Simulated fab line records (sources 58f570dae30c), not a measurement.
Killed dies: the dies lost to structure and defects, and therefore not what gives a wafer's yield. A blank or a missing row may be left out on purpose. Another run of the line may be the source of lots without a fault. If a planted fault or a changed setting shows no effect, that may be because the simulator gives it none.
A struck lot beside a sound one -- flow berkeley cmos170 -- 25 out of 331 route steps
Sound: these wafers, L677.2, L677.4, L677.5. The struck wafers were L689.1, L689.4, L689.6. The cause is given at the end.
For every step that has rows: the tool of each side, followed by ch and its chambers, followed by its first start. Under that, the readings that differ: sound wafers -- struck wafers -- difference of the means -- sigmas: that difference in standard deviations of wafers without a fault.
alike: readings with means less than 2 such deviations apart, plus words and numbers identical on both sides. not compared: withheld readings, readings lacking a value on some wafer, bounds such as >300 that could conceal the same value, and numbers that have no deviation in the record and whose values overlap.
A row with sigmas, a row that says differs or no value, or rows on one side alone: a step with any of these is where the two part. Numbers that have no deviation but don't overlap get no sigmas and don't part them. Lack of a reading on every wafer of one side parts them only where that side has two or more wafers.

first, 4 steps without rows for these wafers: UCB170_PWELL_WET_ETCH_19 (etches Si3N4 in H3PO4, time 14400 s); UCB170_PWELL_WET_ETCH_20 (etches SiO2 in BOE, time 22 s); UCB170_WELLDRIVE_CLEAN_00 (cleans in SPM, time 600 s); UCB170_WELLDRIVE_OXIDATION_01 (target thk 199 nm, ox time 9000 s).
UCB170_WELLDRIVE_THK_MEAS_02:
  sound on film metro-04 at day 5 10:34; struck on film metro-04 at day 7 00:13
  alike: WELLDRIVE_OXIDE_THK
then, 5 steps without rows for these wafers: UCB170_WELLDRIVE_ANNEAL_03 (time 900 s); UCB170_WELLDRIVE_WET_ETCH_04 (etches SiO2 in BOE, time 120 s); UCB170_ACTIVE_CLEAN_00 (cleans in SPM, time 600 s); UCB170_ACTIVE_CLEAN_01 (cleans in dHF, time 60 s); UCB170_ACTIVE_OXIDATION_02 (target thk 26.4 nm, ox time 1260 s).
UCB170_ACTIVE_THK_MEAS_03:
  sound on film metro-01 at day 5 21:19; struck on film metro-03 at day 7 10:06
  alike: ACTIVE_OXIDE_THK
then, 1 step without rows for these wafers: UCB170_ACTIVE_ANNEAL_04 (time 900 s).
UCB170_ACTIVE_CVD_05: deposits Si3N4 from SiH2Cl2/NH3, target thk 220 nm, time 3300 s.
  sound on lpcvd-02 ch 0, day 6 03:38; struck on lpcvd-01 ch 1, day 7 16:14
UCB170_ACTIVE_THK_MEAS_06:
  sound on film metro-03 at day 6 05:33; struck on film metro-03 at day 7 18:09
reading,sound,struck,difference,sigmas
ACTIVE_NITRIDE_THK (nm),221.8 221.6 221.8,436.5 437.4 440.1,+216.3,+99 or more
then, 6 steps without rows for these wafers: UCB170_ACTIVE_HMDS_07 (prime time 60 s); UCB170_ACTIVE_COAT_08 (resist thk 900 nm); UCB170_ACTIVE_SOFTBAKE_09 (time 60 s); UCB170_ACTIVE_EXPOSE_10 (exposes mask ACTIVE, target cd 1200 nm); UCB170_ACTIVE_PEB_11; UCB170_ACTIVE_DEVELOP_12 (develop time 45 s).
UCB170_ACTIVE_CD_MEAS_13 targets a cd of 1200 nm.
  sound on cd sem-02 at day 6 06:43; struck on cd sem-01 at day 7 19:39
  alike: cd nm
UCB170_ACTIVE_OVL_MEAS_14:
  sound on overlay-01 at day 6 06:49; struck on overlay-02 at day 7 20:16
  alike: ACTIVE_OVL
UCB170_ACTIVE_ETCH_15: etches Si3N4 in CH3F/Ar/O2, stops on SiO2, target depth 242 nm, time 151 s.
  sound on rie diel-02 ch 0,2, day 6 06:50; struck on rie diel-03 ch 0,3, day 7 20:18
reading,sound,struck,difference,sigmas
oes product au (a.u.),0.923 0.968 0.915,1.003 1.013 1.010,+0.073,+4
model.etch.depth nm (nm),221.8 221.6 221.6,241 245.4 244.3,+22,
  alike: drypump motor current A, throttle valve pct
  not compared: rf hours counter h
UCB170_ACTIVE_STRIP_16: strips in O2.
  sound on plasma asher-01 ch 0,1, day 6 06:56; struck on plasma asher-03 ch 0,1, day 7 20:24
  alike: drypump motor current A, oes product au, strip time to endpoint s
  not compared: rf hours counter h
-- the record jumps here: 4 days lie between the struck wafers' starts before and after (it left off in module ACTIVE and takes up again in module M3, whose first step shown is number 331 of the route) --
UCB170_M3_PROBE_99:
  only the struck wafers here have rows in the record (prober-01, day 12 05:36); the sound ones have none

WHERE THEY PART
Earliest at UCB170_ACTIVE_THK_MEAS_06; latest, in this record, at UCB170_M3_PROBE_99.

WHY: what the simulator had put in
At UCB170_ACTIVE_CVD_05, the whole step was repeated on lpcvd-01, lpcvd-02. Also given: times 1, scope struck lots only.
